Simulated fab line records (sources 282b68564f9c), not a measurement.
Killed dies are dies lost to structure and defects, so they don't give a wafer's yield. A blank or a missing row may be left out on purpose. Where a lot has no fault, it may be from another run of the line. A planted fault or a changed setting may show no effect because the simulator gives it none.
fab line records	flow rit_cmos	part 1 of 2: steps 1 to 35 of 49
[record] lots = 5	wafers = 15	last_day = 7
route steps=202 shown ACTIVE@13 FOX1@20 FOX2@23 NWELL@28 PWELL@39 WELLDRIVE@50 NRETRO@53
lots that met no fault: taken from a fault-free run of the same line
start_h: the number of hours between the record's first day and the start of the first shown wafer of the lot	wait_h: hours since the lot's step before	" unchanged from the row above	L1.1+2: a row that stands for several wafers	- either no value or no given start	* or withheld: withheld	< > ~ a bound
route shown NAME@n: NAME is a module with steps in the file, n the number in the route of the first one	usual: the fault-free wafers' mean and standard deviation	same: alike in all rows	chamber/n: place in a boat	sites: the reading at each site	_std_site: the values' standard deviation	_edge_site: inner sites' mean taken away from outer sites' mean	radius_mm: how far each site lies from the wafer's centre	mask NAME#n: copy n	behind: the last tool/chamber to shape the wafer	hold: reason for holding the lot/hours on hold/outcome of the hold	device: the transistor (n, p or np) that didn't switch	end of line: the same wafers' tests at the end of the route	a step given without rows: its recipe and nothing more	killed: not the wafer's yield, but the dies lost to structure and defects at the first sort	map: a wafer's dies, marking killed ones x, the rest . and places with no die _
set.NAME: the run value of the setting; set.NAME@STEP: its run value at that earlier step	model.NAME: the simulator's own value behind a step, which no gauge read
lots at some steps of the route; a table a step, a row a wafer
services: a tool's chamber out of use, with start hour (start_h, from the record's first day; less than 0 if before it), hours out, and reason
[[steps]]
[step RIT_ACTIVE_HARDBAKE_12]
[recipe] resist = NOVOLAK	temp_c = 140	time_s = 60
lot.wafer	tool	chamber	start_h	wait_h
L077.3+4+5	litho_track-01	0	29.76	0.1
L083.3+5+6	litho_track-04	0	65.22	0.1
L084.1+2+6	litho_track-02	0	67.69	0.1
L090.1+5+6	litho_track-04	0	95.44	0.1
L097.1+3+4	litho_track-02	0	129.68	0.1
[step RIT_ACTIVE_ETCH_13]
[recipe] stop_on = SiO2	chemistry = SF6	target = Si3N4	time_s = 210	over_etch_frac = 0.4	SF6_flow_sccm = 200	pressure_mtorr = 260	rf_w = 125	target_depth_a = 2100
[usual] chamber_pressure_mTorr = 260.02/0.27	drypump_motor_current_A = 5.8/0.57	oes_product_au = 0.822/0.015	rf_fwd_power_W = 124.6/0.37	throttle_valve_pct = 7.52/0.088
lot.wafer	tool	chamber	start_h	wait_h	chamber_pressure_mTorr	drypump_motor_current_A	oes_product_au	rf_fwd_power_W	rf_hours_counter_h	throttle_valve_pct
L077.3	rie_diel-01	2	29.93	0.1	260.04	4.9	0.834	125.1	-	7.61
L077.4	"	0	"	"	259.75	5.8	0.814	124.3	-	7.50
L077.5	"	0	"	"	260.22	5.8	0.808	124.0	-	7.52
L083.3	rie_diel-02	3	65.32	0.1	259.86	5.5	0.830	124.3	86	7.54
L083.5	"	3	"	"	259.48	5.5	0.827	125.3	-	7.54
L083.6	"	0	"	"	259.45	5.6	0.822	124.1	-	7.43
L084.1	rie_diel-03	1	67.84	0.1	259.88	6.2	0.841	124.5	89	7.46
L084.2	"	3	"	"	259.71	5.8	0.813	125.0	9	7.52
L084.6	"	1	"	"	260.43	6.2	0.833	124.0	-	7.48
L090.1	rie_diel-01	2	95.59	0.1	260.21	4.9	0.837	124.6	4	7.60
L090.5	"	3	"	"	259.69	6.7	0.828	124.0	-	7.36
L090.6	"	1	"	"	259.75	6.0	0.798	124.3	-	7.47
L097.1	rie_diel-03	1	129.83	0.1	259.85	6.2	0.835	124.7	90	7.46
L097.3	"	3	"	"	260.14	5.8	0.803	125.1	11	7.53
L097.4	"	2	"	"	260.05	5.2	0.832	124.5	0	7.51
[step RIT_ACTIVE_STRIP_14]
[recipe] chemistry = O2	time_s = 180	resist = NOVOLAK	platen_temp_c = withheld	power_w = 500	pressure_mtorr = 4000	o2_flow_sccm = 4000
[usual] chamber_pressure_mTorr = 4000/3.9	drypump_motor_current_A = 6.2/0.34
lot.wafer	tool	chamber	start_h	wait_h	chamber_pressure_mTorr	drypump_motor_current_A	rf_hours_counter_h
L077.3	plasma_asher-01	0	30.12	0.1	3996	5.7	-
L077.4	"	1	"	"	3991	6.4	-
L077.5	"	1	"	"	3996	6.4	-
L083.3	plasma_asher-01	1	65.51	0.1	4003	6.4	-
L083.5	"	0	"	"	3998	5.6	-
L083.6	"	1	"	"	3999	6.4	-
L084.1	plasma_asher-04	0	67.98	0.1	4001	6.0	27
L084.2	"	1	"	"	4000	6.3	27
L084.6	"	0	"	"	3995	6.0	-
L090.1	plasma_asher-04	1	95.73	0.1	4005	6.2	30
L090.5	"	0	"	"	3997	6.0	-
L090.6	"	1	"	"	3999	6.2	-
L097.1	plasma_asher-03	1	129.97	0.1	4000	6.3	50
L097.3	"	0	"	"	4002	6.8	-
L097.4	"	1	"	"	4001	6.3	-
[step RIT_ACTIVE_CD_MEAS_90]
[recipe] target_cd_nm = 1400
[usual] cd_nm = 1400.6/1.9
lot.wafer	tool	chamber	start_h	wait_h	cd_nm
L077.3	cd_sem-01	-	30.28	0.1	1399.6
L077.4	"	-	"	"	1400.6
L077.5	"	-	"	"	1400.3
L083.3	cd_sem-01	-	65.67	0.1	1406.2
L083.5	"	-	"	"	1403.4
L083.6	"	-	"	"	1402.2
L084.1	cd_sem-01	-	68.15	0.1	1400.2
L084.2	"	-	"	"	1400.5
L084.6	"	-	"	"	1399.0
L090.1	cd_sem-01	-	95.90	0.1	1401.3
L090.5	"	-	"	"	1402.5
L090.6	"	-	"	"	1401.0
L097.1	cd_sem-02	-	130.14	0.1	1402.0
L097.3	"	-	"	"	1399.5
L097.4	"	-	"	"	1401.7
[step RIT_ACTIVE_CLEAN_15]
[recipe] chemistry = SC1	mix = 3:3:50	time_s = 600	temp_c = 75
lot.wafer	tool	chamber	start_h	wait_h
L077.3+4+5	wet_bench-01	0	30.36	0.1
L083.3+5+6	wet_bench-02	0	65.75	0.1
L084.1+2+6	wet_bench-03	1	68.27	0.1
L090.1+5+6	wet_bench-01	3	96.02	0.1
L097.1+3+4	wet_bench-02	2	130.26	0.1
[step RIT_ACTIVE_CLEAN_16]
[recipe] chemistry = dHF	dilution = 50:1	time_s = 30
lot.wafer	tool	chamber	start_h	wait_h
L077.3+4+5	wet_bench-02	3	30.53	0.0
L083.3+5+6	wet_bench-03	0	65.92	0.0
L084.1+2+6	wet_bench-01	1	68.45	0.0
L090.1+5+6	wet_bench-03	1	96.21	0.0
L097.1+3+4	wet_bench-03	2	130.45	0.0
[step RIT_ACTIVE_CLEAN_17]
[recipe] chemistry = SC2	mix = 3:3:50	time_s = 600	temp_c = 75	dry = n2_spin
lot.wafer	tool	chamber	start_h	wait_h
L077.3+4+5	wet_bench-01	0	30.55	0.0
L083.3+5+6	wet_bench-01	2	65.94	0.0
L084.1+2+6	wet_bench-02	2	68.46	0.0
L090.1+5+6	wet_bench-02	2	96.23	0.0
L097.1+3+4	wet_bench-01	3	130.47	0.0
[step RIT_FOX1_OXIDATION_00]
[recipe] temp_c = 1100	ambient = H2O	target_thk_a = 3507	p_h2o_torr = 720	ox_time_s = 1130
lot.wafer	tool	chamber	start_h	wait_h
L077.3+4+5	furnace-04	0	32.37	1.6
L083.3+5+6	furnace-03	0	66.12	0.0
L084.1+2+6	furnace-01	0	69.44	0.8
L090.1+5+6	furnace-03	0	99.73	3.3
L097.1+3+4	furnace-04	0	131.47	0.8
[step RIT_FOX1_THK_MEAS_01]
[recipe] reads = SiO2_of_FOX1_OXIDATION_00
[usual] FOX1_OXIDE_THK = 350/5.3
lot.wafer	tool	chamber	start_h	wait_h	FOX1_OXIDE_THK[nm]
L077.3	film_metro-02	-	33.71	0.0	342
L077.4	"	-	"	"	343
L077.5	"	-	"	"	340
L083.3	film_metro-02	-	67.45	0.0	352
L083.5	"	-	"	"	347
L083.6	"	-	"	"	342
L084.1	film_metro-02	-	70.75	0.0	348
L084.2	"	-	"	"	341
L084.6	"	-	"	"	338
L090.1	film_metro-03	-	101.04	0.0	351
L090.5	"	-	"	"	350
L090.6	"	-	"	"	350
L097.1	film_metro-04	-	132.79	0.0	353
L097.3	"	-	"	"	354
L097.4	"	-	"	"	353
[step RIT_FOX1_WET_ETCH_02]
[recipe] chemistry = BOE	target_depth_nm = 350	time_s = 390	temp_c = 21.5	dry = n2_spin	dilution = 10:1	target = SiO2
lot.wafer	tool	chamber	start_h	wait_h
L077.3+4+5	wet_bench-02	3	33.75	0.0
L083.3+5+6	wet_bench-02	3	67.49	0.0
L084.1+2+6	wet_bench-04	2	70.81	0.1
L090.1+5+6	wet_bench-04	1	101.10	0.1
L097.1+3+4	wet_bench-04	0	132.85	0.1
[step RIT_FOX2_OXIDATION_00]
[recipe] temp_c = 1100	ambient = H2O	target_thk_a = 3507	p_h2o_torr = 720	ox_time_s = 1130
lot.wafer	tool	chamber	start_h	wait_h
L077.3+4+5	furnace-01	0	33.88	0.0
L083.3+5+6	furnace-03	0	67.61	0.0
L084.1+2+6	furnace-03	0	73.40	2.5
L090.1+5+6	furnace-03	0	103.23	2.0
L097.1+3+4	furnace-01	0	132.97	0.0
[step RIT_FOX2_THK_MEAS_01]
[recipe] reads = SiO2_of_FOX2_OXIDATION_00
[usual] FOX2_OXIDE_THK = 352/6.4
lot.wafer	tool	chamber	start_h	wait_h	FOX2_OXIDE_THK[nm]
L077.3	film_metro-02	-	35.21	0.0	355
L077.4	"	-	"	"	350
L077.5	"	-	"	"	351
L083.3	film_metro-03	-	68.94	0.0	349
L083.5	"	-	"	"	348
L083.6	"	-	"	"	351
L084.1	film_metro-03	-	74.72	0.0	354
L084.2	"	-	"	"	365
L084.6	"	-	"	"	353
L090.1	film_metro-01	-	104.54	0.0	359
L090.5	"	-	"	"	355
L090.6	"	-	"	"	352
L097.1	film_metro-03	-	134.29	0.0	341
L097.3	"	-	"	"	342
L097.4	"	-	"	"	342
[step RIT_FOX2_CLEAN_02]
[recipe] chemistry = dHF	dilution = 50:1	time_s = 180
lot.wafer	tool	chamber	start_h	wait_h
L077.3+4+5	wet_bench-04	0	35.25	0.0
L083.3+5+6	wet_bench-04	3	68.98	0.0
L084.1+2+6	wet_bench-01	1	74.79	0.1
L090.1+5+6	wet_bench-01	1	104.60	0.1
L097.1+3+4	wet_bench-03	1	134.35	0.1
[step RIT_FOX2_WET_ETCH_03]
[recipe] chemistry = H3PO4	target = Si3N4	target_depth_nm = 195	temp_c = 165	time_s = 2700
lot.wafer	tool	chamber	start_h	wait_h
L077.3+4+5	wet_bench-03	0	35.31	0.0
L083.3+5+6	wet_bench-03	2	69.04	0.0
L084.1+2+6	wet_bench-04	2	74.85	0.0
L090.1+5+6	wet_bench-04	0	104.66	0.0
L097.1+3+4	wet_bench-01	0	134.41	0.0
[step RIT_FOX2_THK_MEAS_90]
[recipe] reads = SiO2_of_FOX2_OXIDATION_00
[usual] FIELD_OXIDE_LEFT_1_THK = 325/6.4
lot.wafer	tool	chamber	start_h	wait_h	FIELD_OXIDE_LEFT_1_THK[nm]
L077.3	film_metro-02	-	36.09	0.0	328
L077.4	"	-	"	"	323
L077.5	"	-	"	"	324
L083.3	film_metro-02	-	69.82	0.0	322
L083.5	"	-	"	"	321
L083.6	"	-	"	"	324
L084.1	film_metro-02	-	75.61	0.0	326
L084.2	"	-	"	"	337
L084.6	"	-	"	"	326
L090.1	film_metro-03	-	106.18	0.0	331
L090.5	"	-	"	"	328
L090.6	"	-	"	"	324
L097.1	film_metro-01	-	135.24	0.0	313
L097.3	"	-	"	"	314
L097.4	"	-	"	"	315
[step RIT_NWELL_HMDS_00]
[recipe] prime_time_s = 60	prime_temp_c = 140
lot.wafer	tool	chamber	start_h	wait_h
L077.3+4+5	litho_track-01	0	36.18	0.1
L083.3+5+6	litho_track-01	0	69.91	0.1
L084.1+2+6	litho_track-02	0	75.83	0.2
L090.1+5+6	litho_track-01	0	106.24	0.1
L097.1+3+4	litho_track-01	0	135.39	0.1
[step RIT_NWELL_COAT_01]
[recipe] resist = NOVOLAK	spin_rpm = 2000	resist_thk_nm = 1300
lot.wafer	tool	chamber	start_h	wait_h
L077.3+4+5	litho_track-01	0	36.33	0.1
L083.3+5+6	litho_track-01	0	70.06	0.1
L084.1+2+6	litho_track-02	0	75.98	0.1
L090.1+5+6	litho_track-01	0	106.39	0.1
L097.1+3+4	litho_track-01	0	135.54	0.1
[step RIT_NWELL_SOFTBAKE_02]
[recipe] resist = NOVOLAK	temp_c = 90	time_s = 60
lot.wafer	tool	chamber	start_h	wait_h
L077.3+4+5	litho_track-01	0	36.48	0.1
L083.3+5+6	litho_track-01	0	70.21	0.1
L084.1+2+6	litho_track-02	0	76.13	0.1
L090.1+5+6	litho_track-01	0	106.54	0.1
L097.1+3+4	litho_track-01	0	135.69	0.1
[step RIT_NWELL_EXPOSE_03]
[recipe] mask_id = M2	na = 0.57	target_cd_nm = 43900	dose_mj = 250
lot.wafer	tool	chamber	start_h	wait_h	mask
L077.3+4+5	iline_stepper-02	0	36.74	0.2	M2#0
L083.3+5+6	iline_stepper-01	0	70.47	0.2	M2#0
L084.1+2+6	iline_stepper-02	0	76.40	0.2	M2#0
L090.1+5+6	iline_stepper-01	0	106.69	0.1	M2#0
L097.1+3+4	iline_stepper-02	0	135.97	0.2	M2#0
[step RIT_NWELL_PEB_04]
[recipe] resist = NOVOLAK	temp_c = withheld	time_s = withheld
lot.wafer	tool	chamber	start_h	wait_h
L077.3+4+5	litho_track-03	0	36.87	0.1
L083.3+5+6	litho_track-01	0	70.60	0.1
L084.1+2+6	litho_track-02	0	76.52	0.1
L090.1+5+6	litho_track-03	0	106.81	0.1
L097.1+3+4	litho_track-02	0	136.09	0.1
[step RIT_NWELL_DEVELOP_05]
[recipe] resist = NOVOLAK	develop_time_s = 68	dev_temp_c = 23
lot.wafer	tool	chamber	start_h	wait_h
L077.3+4+5	litho_track-03	0	-	-
L083.3+5+6	litho_track-01	0	-	-
L084.1+2+6	litho_track-02	0	-	-
L090.1+5+6	litho_track-03	0	-	-
L097.1+3+4	litho_track-02	0	-	-
[step RIT_NWELL_OVL_MEAS_06]
[usual] NWELL_OVL = 0.0/1.2
lot.wafer	tool	chamber	start_h	wait_h	NWELL_OVL[nm]
L077.3	overlay-02	-	37.14	-	0.8
L077.4	"	-	"	"	0.3
L077.5	"	-	"	"	0.0
L083.3	overlay-01	-	70.87	-	0.6
L083.5	"	-	"	"	0.5
L083.6	"	-	"	"	-0.8
L084.1	overlay-01	-	76.83	-	-0.4
L084.2	"	-	"	"	-1.2
L084.6	"	-	"	"	-2.2
L090.1	overlay-01	-	107.12	-	0.1
L090.5	"	-	"	"	-0.5
L090.6	"	-	"	"	0.9
L097.1	overlay-02	-	136.40	-	-0.1
L097.3	"	-	"	"	-3.3
L097.4	"	-	"	"	-0.7
[step RIT_NWELL_HARDBAKE_07]
[recipe] resist = NOVOLAK	temp_c = 140	time_s = 120
lot.wafer	tool	chamber	start_h	wait_h
L077.3+4+5	litho_track-01	0	37.25	0.1
L083.3+5+6	litho_track-02	0	70.98	0.1
L084.1+2+6	litho_track-03	0	76.87	0.0
L090.1+5+6	litho_track-03	0	107.16	0.0
L097.1+3+4	litho_track-01	0	136.44	0.0
[step RIT_NWELL_IMPLANT_08]
[recipe] species = P	energy_kev = 170	dose_cm2 = 5e+13	tilt_deg = 7
[usual] dose_ions_cm2 = 5.001e+13/6.2e+10
lot.wafer	tool	chamber	start_h	wait_h	dose_ions_cm2
L077.3	implanter-01	0	37.47	0.2	5.004e+13
L077.4	"	0	"	"	5e+13
L077.5	"	0	"	"	5.007e+13
L083.3	implanter-01	0	71.20	0.2	4.999e+13
L083.5	"	0	"	"	4.993e+13
L083.6	"	0	"	"	4.996e+13
L084.1	implanter-03	0	77.12	0.2	5.003e+13
L084.2	"	0	"	"	4.997e+13
L084.6	"	0	"	"	4.994e+13
L090.1	implanter-01	0	107.41	0.2	5.006e+13
L090.5	"	0	"	"	4.998e+13
L090.6	"	0	"	"	5.003e+13
L097.1	implanter-04	0	136.69	0.2	5.002e+13
L097.3	"	0	"	"	4.994e+13
L097.4	"	0	"	"	4.994e+13
[step RIT_NWELL_STRIP_09]
[recipe] chemistry = O2	time_s = 180	resist = NOVOLAK	platen_temp_c = withheld	power_w = 500	pressure_mtorr = 4000	o2_flow_sccm = 4000
[usual] chamber_pressure_mTorr = 4000/3.8	drypump_motor_current_A = 5.97/0.28
lot.wafer	tool	chamber	start_h	wait_h	chamber_pressure_mTorr	drypump_motor_current_A	rf_hours_counter_h
L077.3	plasma_asher-02	0	37.63	0.1	3998	5.66	-
L077.4	"	1	"	"	4000	5.82	-
L077.5	"	1	"	"	3994	5.85	-
L083.3	plasma_asher-02	0	71.36	0.1	3996	5.66	-
L083.5	"	1	"	"	4005	5.85	-
L083.6	"	0	"	"	4003	5.65	-
L084.1	plasma_asher-04	0	77.27	0.1	4002	6.04	28
L084.2	"	1	"	"	3995	6.24	28
L084.6	"	0	"	"	3992	6.01	-
L090.1	plasma_asher-01	1	107.56	0.1	4003	6.38	49
L090.5	"	1	"	"	3999	6.38	-
L090.6	"	0	"	"	3996	5.67	-
L097.1	plasma_asher-02	0	136.84	0.1	3998	5.64	44
L097.3	"	1	"	"	3998	5.84	-
L097.4	"	0	"	"	4003	5.66	-
[step RIT_NWELL_TW_MEAS_10]
[usual] NWELL_TW = 2149/18
lot.wafer	tool	chamber	start_h	wait_h	NWELL_TW
L077.3	film_metro-01	-	37.76	0.1	2172
L077.4	"	-	"	"	2159
L077.5	"	-	"	"	2154
L083.3	film_metro-02	-	71.49	0.1	2166
L083.5	"	-	"	"	2171
L083.6	"	-	"	"	2180
L084.1	film_metro-04	-	77.44	0.1	2145
L084.2	"	-	"	"	2141
L084.6	"	-	"	"	2146
L090.1	film_metro-01	-	107.73	0.1	2161
L090.5	"	-	"	"	2158
L090.6	"	-	"	"	2159
L097.1	film_metro-01	-	137.01	0.1	2151
L097.3	"	-	"	"	2132
L097.4	"	-	"	"	2143
[step RIT_PWELL_HMDS_00]
[recipe] prime_time_s = 60	prime_temp_c = 140
lot.wafer	tool	chamber	start_h	wait_h
L077.3+4+5	litho_track-03	0	37.98	0.2
L083.3+5+6	litho_track-04	0	71.58	0.1
L084.1+2+6	litho_track-03	0	77.50	0.1
L090.1+5+6	litho_track-03	0	107.79	0.1
L097.1+3+4	litho_track-01	0	137.07	0.1
[step RIT_PWELL_COAT_01]
[recipe] resist = NOVOLAK	spin_rpm = 2000	resist_thk_nm = 1300
lot.wafer	tool	chamber	start_h	wait_h
L077.3+4+5	litho_track-03	0	38.13	0.1
L083.3+5+6	litho_track-04	0	71.73	0.1
L084.1+2+6	litho_track-03	0	77.65	0.1
L090.1+5+6	litho_track-03	0	107.94	0.1
L097.1+3+4	litho_track-01	0	137.22	0.1
[step RIT_PWELL_SOFTBAKE_02]
[recipe] resist = NOVOLAK	temp_c = 90	time_s = 60
lot.wafer	tool	chamber	start_h	wait_h
L077.3+4+5	litho_track-03	0	38.28	0.1
L083.3+5+6	litho_track-04	0	71.88	0.1
L084.1+2+6	litho_track-03	0	77.80	0.1
L090.1+5+6	litho_track-03	0	108.09	0.1
L097.1+3+4	litho_track-01	0	137.37	0.1
[step RIT_PWELL_EXPOSE_03]
[recipe] mask_id = M3	na = 0.57	target_cd_nm = 43700	dose_mj = 250
lot.wafer	tool	chamber	start_h	wait_h	mask
L077.3+4+5	iline_stepper-02	0	38.42	0.1	M3#0
L083.3+5+6	iline_stepper-01	0	72.19	0.3	M3#0
L084.1+2+6	iline_stepper-01	0	77.95	0.1	M3#0
L090.1+5+6	iline_stepper-02	0	108.24	0.1	M3#0
L097.1+3+4	iline_stepper-02	0	137.52	0.1	M3#0
[step RIT_PWELL_PEB_04]
[recipe] resist = NOVOLAK	temp_c = withheld	time_s = withheld
lot.wafer	tool	chamber	start_h	wait_h
L077.3+4+5	litho_track-01	0	38.60	0.2
L083.3+5+6	litho_track-01	0	72.34	0.1
L084.1+2+6	litho_track-04	0	78.19	0.2
L090.1+5+6	litho_track-03	0	108.36	0.1
L097.1+3+4	litho_track-01	0	137.64	0.1
[step RIT_PWELL_DEVELOP_05]
[recipe] resist = NOVOLAK	develop_time_s = 68	dev_temp_c = 23
lot.wafer	tool	chamber	start_h	wait_h
L077.3+4+5	litho_track-01	0	-	-
L083.3+5+6	litho_track-01	0	-	-
L084.1+2+6	litho_track-04	0	-	-
L090.1+5+6	litho_track-03	0	-	-
L097.1+3+4	litho_track-01	0	-	-
[step RIT_PWELL_OVL_MEAS_06]
[usual] PWELL_OVL = 0.4/1.2
lot.wafer	tool	chamber	start_h	wait_h	PWELL_OVL[nm]
L077.3	overlay-01	-	38.88	-	0.3
L077.4	"	-	"	"	2.4
L077.5	"	-	"	"	1.8
L083.3	overlay-01	-	72.62	-	0.5
L083.5	"	-	"	"	1.6
L083.6	"	-	"	"	0.2
L084.1	overlay-01	-	78.50	-	-0.5
L084.2	"	-	"	"	1.4
L084.6	"	-	"	"	0.9
L090.1	overlay-02	-	108.67	-	-0.1
L090.5	"	-	"	"	1.2
L090.6	"	-	"	"	1.0
L097.1	overlay-02	-	137.95	-	0.5
L097.3	"	-	"	"	1.0
L097.4	"	-	"	"	1.1
[step RIT_PWELL_HARDBAKE_07]
[recipe] resist = NOVOLAK	temp_c = 140	time_s = 120
lot.wafer	tool	chamber	start_h	wait_h
L077.3+4+5	litho_track-04	0	39.03	0.2
L083.3+5+6	litho_track-01	0	72.73	0.1
L084.1+2+6	litho_track-01	0	78.54	0.0
L090.1+5+6	litho_track-03	0	108.71	0.0
L097.1+3+4	litho_track-03	0	137.99	0.0
[step RIT_PWELL_IMPLANT_08]
[recipe] species = B	energy_kev = 170	dose_cm2 = 7e+13	tilt_deg = 7
[usual] dose_ions_cm2 = 7.002e+13/7.8e+10
lot.wafer	tool	chamber	start_h	wait_h	dose_ions_cm2
L077.3	implanter-02	0	39.25	0.2	7.005e+13
L077.4	"	0	"	"	6.996e+13
L077.5	"	0	"	"	7.014e+13
L083.3	implanter-01	0	72.94	0.2	7.006e+13
L083.5	"	0	"	"	7.01e+13
L083.6	"	0	"	"	7.019e+13
L084.1	implanter-01	0	78.79	0.2	7.01e+13
L084.2	"	0	"	"	6.996e+13
L084.6	"	0	"	"	7.006e+13
L090.1	implanter-02	0	108.96	0.2	7.014e+13
L090.5	"	0	"	"	6.992e+13
L090.6	"	0	"	"	6.999e+13
L097.1	implanter-01	0	138.24	0.2	7.006e+13
L097.3	"	0	"	"	7.003e+13
L097.4	"	0	"	"	7.012e+13
